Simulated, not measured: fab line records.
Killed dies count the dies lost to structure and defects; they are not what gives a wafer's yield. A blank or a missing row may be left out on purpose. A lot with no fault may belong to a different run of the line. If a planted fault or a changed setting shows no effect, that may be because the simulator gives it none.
Which tool is to blame? ; flow rit-cmos ; 18 wafers from 6 lots sampled at 2 of the route's 202 steps

WHAT EACH GAUGE READ, for each wafer
RIT_NLDD_OVL_MEAS_06.
lot;measured;on;NLDD_OVL (nm)
L696;day 3 15:11;overlay-02;1.0 1.1 2.2
L698;day 4 01:07;overlay-02;2.6 -1.0 0.2
L700;day 4 12:58;overlay-02;-0.9 0.1 -0.5
L703;day 5 02:16;overlay-01;2.7 0.6 -0.4
L706;day 5 15:05;overlay-02;0.8 1.4 1.9
L708;day 6 00:17;overlay-01;1.3 -0.6 -0.7

WHICH TOOL RAN EACH LOT (tool, then ch and the chambers of the sampled wafers, then the start)
lot;RIT_GATE_CLEAN_04
L696;wet-bench-03 ch 2, day 3 01:11
L698;wet-bench-04 ch 2, day 3 14:13
L700;wet-bench-03 ch 2, day 4 01:49
L703;wet-bench-01 ch 0, day 4 15:17
L706;wet-bench-03 ch 2, day 5 03:35
L708;wet-bench-04 ch 3, day 5 14:28
- RIT_GATE_CLEAN_04: cleans in dHF, time 60 s.

THE ANSWER, worked out from the rows above alone
Rule: the usual values come from the lots themselves. Put in order of their means at a reading, lots are off if they are a third of the lots or fewer, leave a main group of 4 or more, and stand apart from it by a gap of 3 or more times the standard deviation of the main group's means; of several such gaps the widest counts. Not used: any main group whose means are identical at the precision the tables above print for the reading. A lot without any number at a reading at which 4 lots or more have one is off too. All remaining lots with rows at the step are treated as sound.
Nothing can be told from this: no lot is off at any reading shown.

WHAT THE SIMULATOR HAD PUT IN
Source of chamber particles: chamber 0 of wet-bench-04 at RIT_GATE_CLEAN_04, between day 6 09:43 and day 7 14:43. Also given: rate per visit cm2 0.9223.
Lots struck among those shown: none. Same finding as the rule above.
